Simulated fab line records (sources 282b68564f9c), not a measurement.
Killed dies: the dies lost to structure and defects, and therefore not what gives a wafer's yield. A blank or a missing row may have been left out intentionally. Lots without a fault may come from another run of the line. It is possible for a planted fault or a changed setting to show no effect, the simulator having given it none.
Commonality check across tools :: flow rit-cmos :: 16 lots, 48 wafers sampled

== REASON FOR OPENING ==
4 of 16 lots carry a flag on the reading M1_OVL at RIT_M1_OVL_MEAS_10. No-fault wafers: -0.3 nm, standard deviation 1.8.
Rule: a lot is flagged when every wafer of it that has a number lies more than 4 standard deviations from that mean, or none has a number. As for the other lots, they are considered sound.

lot: L396
measured: day 3 09:26
on: overlay-02
M1_OVL (nm), wafer by wafer: 2.4 1.5 1.5
flag: 

lot: L399
measured: day 3 21:31
on: overlay-02
M1_OVL (nm), wafer by wafer: -0.5 -1.4 -0.8
flag: 

lot: L401
measured: day 4 07:52
on: overlay-01
M1_OVL (nm), wafer by wafer: -0.6 -1.8 -1.0
flag: 

lot: L402
measured: day 4 11:26
on: overlay-02
M1_OVL (nm), wafer by wafer: -3.0 -0.6 -3.2
flag: 

lot: L403
measured: day 4 17:58
on: overlay-01
M1_OVL (nm), wafer by wafer: -3.5 -2.8 -3.1
flag: 

lot: L404
measured: day 4 22:18
on: overlay-02
M1_OVL (nm), wafer by wafer: 1.3 2.5 2.9
flag: 

lot: L405
measured: day 5 04:32
on: overlay-02
M1_OVL (nm), wafer by wafer: -1.7 -3.9 -1.9
flag: 

lot: L406
measured: day 5 08:50
on: overlay-02
M1_OVL (nm), wafer by wafer: -1.6 0.3 0.4
flag: 

lot: L408
measured: day 5 17:46
on: overlay-01
M1_OVL (nm), wafer by wafer: 1.0 1.0 0.9
flag: 

lot: L409
measured: day 6 00:05
on: overlay-02
M1_OVL (nm), wafer by wafer: -1.0 -3.0 -0.7
flag: 

lot: L410
measured: day 6 05:06
on: overlay-01
M1_OVL (nm), wafer by wafer: 805.6 804.8 805.9
flag: FLAGGED

lot: L411
measured: day 6 09:10
on: overlay-02
M1_OVL (nm), wafer by wafer: 810.4 808.2 809.2
flag: FLAGGED

lot: L412
measured: day 6 15:07
on: overlay-01
M1_OVL (nm), wafer by wafer: 1.5 0.8 1.2
flag: 

lot: L413
measured: day 6 19:49
on: overlay-02
M1_OVL (nm), wafer by wafer: 808.4 807.6 808.9
flag: FLAGGED

lot: L414
measured: day 7 00:39
on: overlay-02
M1_OVL (nm), wafer by wafer: 803.3 804.7 803.7
flag: FLAGGED

lot: L419
measured: day 8 00:58
on: overlay-01
M1_OVL (nm), wafer by wafer: 0.9 -0.7 0.2
flag: 
The numbers of the flagged lots are 806.7 nm on average: +807.0 nm against the usual, or +99 or more standard deviations.

== TOOL THAT RAN EACH LOT ==
The record keeps 1 process step preceding the reading, out of 202 steps on the route. Every cell lists first the tool, next ch and the chambers used by the sampled wafers, and last the start.
lot: L396
flag: 
RIT_M1_EXPOSE_06: iline-stepper-02 ch 0, day 3 08:55

lot: L399
flag: 
RIT_M1_EXPOSE_06: iline-stepper-01 ch 0, day 3 20:58

lot: L401
flag: 
RIT_M1_EXPOSE_06: iline-stepper-01 ch 0, day 4 07:19

lot: L402
flag: 
RIT_M1_EXPOSE_06: iline-stepper-01 ch 0, day 4 10:55

lot: L403
flag: 
RIT_M1_EXPOSE_06: iline-stepper-01 ch 0, day 4 17:26

lot: L404
flag: 
RIT_M1_EXPOSE_06: iline-stepper-02 ch 0, day 4 21:46

lot: L405
flag: 
RIT_M1_EXPOSE_06: iline-stepper-01 ch 0, day 5 04:01

lot: L406
flag: 
RIT_M1_EXPOSE_06: iline-stepper-01 ch 0, day 5 08:17

lot: L408
flag: 
RIT_M1_EXPOSE_06: iline-stepper-02 ch 0, day 5 17:13

lot: L409
flag: 
RIT_M1_EXPOSE_06: iline-stepper-01 ch 0, day 5 23:25

lot: L410
flag: FLAGGED
RIT_M1_EXPOSE_06: iline-stepper-01 ch 0, day 6 04:33

lot: L411
flag: FLAGGED
RIT_M1_EXPOSE_06: iline-stepper-01 ch 0, day 6 08:37

lot: L412
flag: 
RIT_M1_EXPOSE_06: iline-stepper-02 ch 0, day 6 14:35

lot: L413
flag: FLAGGED
RIT_M1_EXPOSE_06: iline-stepper-01 ch 0, day 6 19:17

lot: L414
flag: FLAGGED
RIT_M1_EXPOSE_06: iline-stepper-01 ch 0, day 6 23:55

lot: L419
flag: 
RIT_M1_EXPOSE_06: iline-stepper-02 ch 0, day 8 00:25
What the steps here do:
- RIT_M1_EXPOSE_06: exposes mask M12, target cd 2600 nm.
- RIT_M1_OVL_MEAS_10

== FLAGGED OVER TOTAL, TOOL BY TOOL (the gauges that took the reading come last) ==
step: RIT_M1_EXPOSE_06
tool: iline-stepper-01
lots run: 11
flagged: 4
share of the flagged lots: all
sound lots run after its first flagged lot: 0

step: RIT_M1_EXPOSE_06
tool: iline-stepper-02
lots run: 5
flagged: 0
share of the flagged lots: none
sound lots run after its first flagged lot: -

step: RIT_M1_OVL_MEAS_10
tool: overlay-01
lots run: 6
flagged: 1
share of the flagged lots: some
sound lots run after its first flagged lot: 2 (L412,L419)

step: RIT_M1_OVL_MEAS_10
tool: overlay-02
lots run: 10
flagged: 3
share of the flagged lots: some
sound lots run after its first flagged lot: 0

== THE TABLE: WHAT IT ALLOWS ==
1 row of the table ran every flagged lot: iline-stepper-01 at RIT_M1_EXPOSE_06.
- iline-stepper-01 at RIT_M1_EXPOSE_06: 4 of its 11 lots flagged. It ran its last sound lot, L409, at day 5 23:25 and its first flagged lot, L410, at day 6 04:33: a fault with its onset between the two fits.
What remains is a single tool, iline-stepper-01 at RIT_M1_EXPOSE_06.

== WHAT THE SIMULATOR HAD INSERTED ==
Scanner matching overlay: iline-stepper-01, from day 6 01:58 on, at RIT_M1_EXPOSE_06. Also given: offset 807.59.
Struck lots among those shown: L410, L411, L413, L414. The same result came from the rule above.
